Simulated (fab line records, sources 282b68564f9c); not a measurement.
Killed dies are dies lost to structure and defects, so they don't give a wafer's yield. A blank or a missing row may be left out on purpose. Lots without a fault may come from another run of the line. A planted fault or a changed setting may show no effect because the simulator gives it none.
fab line records | flow rit_cmos
record lots=15 wafers=45 last_day=7
route steps=202 shown NWELL@33
lots that met no fault: from a run of the same line without faults
start_h: hours from the record's first day to the start of the lot's first wafer shown | wait_h: hours since the lot's step before | " the same as in the row above | L1.1+2: a row that stands for several wafers | - no value, or no start given | * or withheld: withheld | < > ~ a bound
route shown NAME@n: a module of which the file shows steps, and the number in the route of the first | usual: mean/standard deviation of fault-free wafers | same: alike in all rows | chamber/n: place in a boat | sites: the reading at each site | _std_site: their standard deviation | _edge_site: outer sites' mean less inner sites' | radius_mm: how far each site lies from the wafer's centre | mask NAME#n: copy n | behind: the tool/chamber that last shaped the wafer | hold: why the lot was held/for how many hours/how that ended | device: the transistor (n, p or np) that didn't switch | end of line: the same wafers' tests at the end of the route | a step without rows: its recipe alone | killed: dies lost to structure and defects at the first sort, not the wafer's yield | map: a wafer's dies, x killed, . not, _ none there
set.NAME: the setting as run; set.NAME@STEP: as run at that earlier step | model.NAME: the simulator's own value behind a step, which no gauge read
steps of the route over a sample of lots; a table a step, a row a wafer
## steps
# step RIT_NWELL_DEVELOP_05
# recipe resist=NOVOLAK develop_time_s=68 dev_temp_c=23
# usual developer_temp_C=22.99/0.1
# columns lot.wafer tool chamber start_h wait_h developer_temp_C
L597.2 litho_track-04 0 22 - 23.05
L597.4 " 0 " " 22.85
L597.6 " 0 " " 22.89
L599.1 litho_track-01 0 31 - 22.78
L599.3 " 0 " " 23.01
L599.4 " 0 " " 23.01
L600.2 litho_track-04 0 36 - 23.05
L600.4 " 0 " " 22.99
L600.5 " 0 " " 23.06
L601.1 litho_track-03 0 40 - 22.94
L601.3 " 0 " " 22.95
L601.6 " 0 41 - 22.80
L602.2 litho_track-01 0 47 - 22.91
L602.3 " 0 " " 22.86
L602.5 " 0 " " 23.02
L603.1 litho_track-03 0 50 - 23.04
L603.2 " 0 " " 23.12
L603.4 " 0 " " 23.03
L604.2 litho_track-04 0 59 - 23.01
L604.3 " 0 " " 22.90
L604.6 " 0 " " 23.08
L605.1 litho_track-04 0 63 - 23.02
L605.2 " 0 " " 22.96
L605.3 " 0 " " 22.92
L607.1 litho_track-04 0 73 - 22.94
L607.3 " 0 " " 23.06
L607.5 " 0 " " 23.21
L609.4 litho_track-04 0 81 - 23.15
L609.5 " 0 " " 22.93
L609.6 " 0 " " 23.02
L610.3 litho_track-03 0 87 - 22.85
L610.4 " 0 " " 22.97
L610.5 " 0 " " 22.97
L611.4 litho_track-04 0 95 - 23.25
L611.5 " 0 " " 23.10
L611.6 " 0 " " 23.10
L612.2 litho_track-04 0 97 - 22.82
L612.3 " 0 " " 22.83
L612.5 " 0 " " 22.85
L619.1 litho_track-01 0 132 - 22.94
L619.3 " 0 " " 23.04
L619.6 " 0 " " 23.02
L620.1 litho_track-01 0 137 - 23.00
L620.5 " 0 " " 23.06
L620.6 " 0 " " 23.08
# step RIT_NWELL_TW_MEAS_10
# usual NWELL_TW=2131/13
# columns lot.wafer tool chamber start_h wait_h NWELL_TW
L597.2 film_metro-03 - 23.05 0.1 2127
L597.4 " - " " 2115
L597.6 " - " " 2124
L599.1 film_metro-01 - 32.47 0.1 2132
L599.3 " - " " 2145
L599.4 " - " " 2133
L600.2 film_metro-01 - 36.96 0.1 2148
L600.4 " - " " 2139
L600.5 " - " " 2127
L601.1 film_metro-01 - 41.64 0.1 2134
L601.3 " - " " 2142
L601.6 " - " " 2141
L602.2 film_metro-03 - 47.92 0.1 2122
L602.3 " - " " 2108
L602.5 " - " " 2109
L603.1 film_metro-04 - 50.91 0.1 2140
L603.2 " - " " 2130
L603.4 " - " " 2132
L604.2 film_metro-01 - 60.09 0.1 2142
L604.3 " - " " 2132
L604.6 " - " " 2142
L605.1 film_metro-04 - 63.82 0.1 2140
L605.2 " - " " 2137
L605.3 " - " " 2137
L607.1 film_metro-01 - 74.03 0.1 2149
L607.3 " - " " 2150
L607.5 " - " " 2136
L609.4 film_metro-03 - 82.57 0.1 2046
L609.5 " - " " 2046
L609.6 " - " " 2048
L610.3 film_metro-03 - 87.98 0.1 2113
L610.4 " - " " 2097
L610.5 " - " " 2114
L611.4 film_metro-04 - 96.62 0.1 2052
L611.5 " - " " 2050
L611.6 " - " " 2063
L612.2 film_metro-04 - 98.67 0.1 2074
L612.3 " - " " 2068
L612.5 " - " " 2076
L619.1 film_metro-04 - 133.05 0.1 2148
L619.3 " - " " 2126
L619.6 " - " " 2119
L620.1 film_metro-04 - 137.99 0.1 2138
L620.5 " - " " 2134
L620.6 " - " " 2125
## key
first_sign step=RIT_NWELL_TW_MEAS_10 reading=NWELL_TW direction=down sigmas=5.5 usual=2131 struck=2058
effect none on later readings
met_at RIT_NWELL_DEVELOP_05
struck_lots L609,L611,L612
tester_left_out L609,L611,L612
onset_between 73 81
fault kind=process_parameter_drift tool=litho_track-04 chamber=- onset_h=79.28 steps=RIT_NWELL_DEVELOP_05 channel=develop_time_s offset=* shape=step end_h=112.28 acts_in=* stated=*
# tester_left_out: of these lots the tester's yield and bins aren't shown, on N5 and GAA mostly nor the transistor test; their killed dies are dies lost to structure and defects alone, not to doping, threshold or leakage, so they don't give the yield
